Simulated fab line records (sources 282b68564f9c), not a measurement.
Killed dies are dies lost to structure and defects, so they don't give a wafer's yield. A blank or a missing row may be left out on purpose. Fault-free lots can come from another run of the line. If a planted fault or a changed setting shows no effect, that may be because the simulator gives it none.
fab line records    flow rit_cmos
record: lots: 5  wafers: 23
route steps=202 shown M1@196
start_h: hours from the record's opening day to when the first of the lot's shown wafers began    wait_h: time in hours since the lot's previous step    " same as the row above    L1.1+2: one row covering several wafers at once    - no value, or no start was given    * or withheld: withheld    < > ~ a bound
route shown NAME@n: NAME is a module with steps in the file, n the number in the route of the first one    usual: average and standard deviation across the fault-free wafers    same: alike in all rows    chamber/n: place in a boat    sites: each site's reading    _std_site: the values' standard deviation    _edge_site: inner sites' mean taken away from outer sites' mean    radius_mm: how far each site lies from the wafer's centre    mask NAME#n: copy n    behind: the most recent tool/chamber to have shaped the wafer    hold: why the lot was held/for how many hours/how that ended    device: which transistor (n, p or np) failed to switch    end of line: tests of these same wafers at the route's end    a step given without rows: its recipe and nothing more    killed: the dies lost at the first sort to structure and to defects; this is not the yield of the wafer    map: a wafer's dies, x killed, . not, _ none there
set.NAME: the run value of the setting; set.NAME@STEP: its run value at that earlier step    model.NAME: the simulator's own value behind a step, which no gauge read
lots where settings were altered on purpose, with a table for each step and a row for each wafer
== steps ==
step: RIT_M1_METAL_ETCH_12
recipe: stop_on: SiO2  chemistry: Cl2/BCl3  target: Al  time_s: 165  over_etch_frac: 0.5  pressure_mtorr: 100  target_depth_a: 6000  rf_w: 250  Cl2_flow_sccm: 60  bcl3_flow_sccm: 50
lot.wafer  tool          chamber  start_h  wait_h  set.time_s  set.dose_mj@M1_EXPOSE_06  model.M1.cd_nm  model.NOVOLAK_of_M1_COAT_04.thk_nm
L074.1     rie_metal-04  1        55.24    0.2     165         250                       2599            812.4
L074.4     "             1        "        "       165         250                       2599            809.9
L074.5     "             1        "        "       165         250                       2600            811.7
L076.1     rie_metal-02  0        65.06    0.2     146.4       241.9                     2611            -
L076.2+6   "             1        "        "       165         250                       2599            -
L076.4     "             0        "        "       146.4       241.9                     2611            844.1
L076.5     "             0        "        "       165         241.9                     2610            806.1
L077.1     rie_metal-04  1        70.60    0.2     165         250                       2601            799.7
L077.3     "             1        "        "       165         260.1                     2591            802.4
L077.4     "             0        "        "       182.6       260.1                     2588            761.4
L077.5     "             1        "        "       165         250                       2602            801.5
L077.6     "             0        "        "       182.6       250                       2600            760.4
L081.1     rie_metal-03  1        90.82    0.2     140.6       250                       2599            -
L081.2     "             0        "        "       165         241.2                     2605            794.9
L081.4     "             0        "        "       165         241.2                     2604            -
L081.5     "             0        "        "       165         250                       2598            -
L081.6     "             1        "        "       140.6       241.2                     2610            848.4
L083.1     rie_metal-04  0        101.92   0.2     186.5       250                       2597            760.9
L083.3     "             1        "        "       165         244.5                     2611            808
L083.4     "             0        "        "       165         250                       2604            -
L083.5     "             1        "        "       186.5       244.5                     2604            -
L083.6     "             0        "        "       165         244.5                     2606            -
step: RIT_M1_STRIP_13
recipe: chemistry: nmp  resist: NOVOLAK  temp_c: 80  time_s: 600  dry: n2_spin
step: RIT_M1_STRIP_14
recipe: chemistry: O2  time_s: 180  platen_temp_c: withheld  power_w: 500  pressure_mtorr: 4000  o2_flow_sccm: 4000
step: RIT_M1_CD_MEAS_90
recipe: target_cd_nm: 2600
usual: cd_nm: 2599.5/2.6
lot.wafer  tool       chamber  start_h  wait_h  set.dose_mj@M1_EXPOSE_06  cd_nm
L074.1     cd_sem-01  -        55.75    0.1     250                       2598.5
L074.4     "          -        "        "       250                       2598.5
L074.5     "          -        "        "       250                       2600.0
L076.1     cd_sem-01  -        65.58    0.1     241.9                     2611.2
L076.2     "          -        "        "       250                       2598.6
L076.4     "          -        "        "       241.9                     2610.8
L076.5     "          -        "        "       241.9                     2610.0
L076.6     "          -        "        "       250                       2598.9
L077.1     cd_sem-02  -        71.12    0.1     250                       2601.5
L077.3     "          -        "        "       260.1                     2590.9
L077.4     "          -        "        "       260.1                     2588.1
L077.5     "          -        "        "       250                       2602.2
L077.6     "          -        "        "       250                       2600.3
L081.1     cd_sem-01  -        91.51    0.1     250                       2598.8
L081.2     "          -        "        "       241.2                     2605.6
L081.4     "          -        "        "       241.2                     2604.0
L081.5     "          -        "        "       250                       2597.7
L081.6     "          -        "        "       241.2                     2609.9
L083.1     cd_sem-02  -        102.43   0.1     250                       2597.7
L083.3     "          -        "        "       244.5                     2610.7
L083.4     "          -        "        "       250                       2603.9
L083.5     "          -        "        "       244.5                     2603.9
L083.6     "          -        "        "       244.5                     2606.0
step: RIT_M1_ANNEAL_15
recipe: temp_c: 450  time_s: 1800  ambient: forming_gas_H2N2
step: RIT_M1_PROBE_99
lot.wafer  tool       chamber  start_h  wait_h  set.temp_c@GATE_OXIDATION_05  set.dev_temp_c@GATE_DEVELOP_15  model.etest.pmos_0p3.r_on_ohm_um  model.etest.pmos_turned.r_on_ohm_um  model.etest.pmos_0p15.r_on_ohm_um  model.etest.nmos_0p15.drive_ua_um  model.etest.nmos_narrow.drive_ua_um  model.etest.nmos_0p3.drive_ua_um
L074.1     prober-02  -        57.49    0.1     900                           23                              6265                              3328                                 2718                               476.8                              224.8                                227.5
L074.4     prober-02  -        57.64    0.2     900                           23                              6271                              3253                                 2644                               484.9                              220.6                                222.1
L074.5     prober-02  -        57.69    0.2     900                           23                              6421                              3426                                 2776                               469.6                              221                                  222.1
L076.1     prober-02  -        68.58    0.1     917                           23                              7360                              3706                                 3004                               399.9                              167.9                                168.6
L076.2     prober-02  -        68.63    0.1     917                           23                              7313                              3602                                 2913                               407.2                              166.4                                167.1
L076.4     prober-02  -        68.73    0.2     917                           23                              7175                              3560                                 2868                               427.4                              181                                  177.5
L076.5     prober-02  -        68.78    0.2     917                           23                              7462                              3772                                 3067                               395.6                              169.8                                168.6
L076.6     prober-02  -        68.83    0.2     917                           23                              7158                              3614                                 2958                               393.6                              172.9                                171.2
L081.1     prober-01  -        93.76    0.1     900                           20.45                           5997                              3084                                 2479                               534.6                              237.5                                238.4
L081.2     prober-01  -        93.81    0.1     900                           20.45                           5682                              2834                                 2231                               569.1                              246.5                                246.5
L081.4     prober-01  -        93.91    0.2     900                           23                              6122                              3375                                 2803                               477.6                              239.4                                236.8
L081.5     prober-01  -        93.96    0.2     900                           23                              6315                              3435                                 2796                               482.2                              237.3                                235
L081.6     prober-01  -        94.01    0.2     900                           20.45                           5847                              2915                                 2294                               557.6                              243                                  241
L083.1     prober-01  -        104.27   0.1     919.9                         24.52                           7818                              4240                                 3475                               343.6                              154.9                                159.6
L083.3     prober-01  -        104.37   0.2     919.9                         24.52                           7718                              4107                                 3377                               341.5                              154.7                                160.7
L083.4     prober-01  -        104.42   0.2     919.9                         23                              7317                              3744                                 2997                               388.9                              166.8                                172.3
L083.5     prober-01  -        104.47   0.2     919.9                         23                              7531                              3888                                 3128                               376                                160.7                                167.5
L083.6     prober-01  -        104.52   0.2     919.9                         23                              7502                              3904                                 3178                               382.4                              168.4                                172.2
killed by level:class
L074.1 GATE:geometric_particle:open=2 GATE:geometric_particle:short=2
L074.4 GATE:geometric_particle:short=3 GATE:geometric_particle:open=2 REOX:geometric_particle:short=1 SILICIDE:geometric_particle:short=1
L074.5 GATE:geometric_particle:short=3 GATE:geometric_particle:open=1 SILICIDE:geometric_particle:open=1 SILICIDE:geometric_particle:short=1
== key ==
split: step: RIT_M1_METAL_ETCH_12  setting: time_s  stated: 165  by: wafer
response: step: RIT_M1_METAL_ETCH_12  reading: model.NOVOLAK_of_M1_COAT_04.thk_nm  change: -3.63  per: 1%  r: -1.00
split outside_this_file step=RIT_GATE_OXIDATION_05 setting=temp_c
split outside_this_file step=RIT_GATE_DEVELOP_15 setting=dev_temp_c
split outside_this_file step=RIT_M1_EXPOSE_06 setting=dose_mj
split outside_this_file: this setting was split too, and the file shows its column; the key of that split is in another file
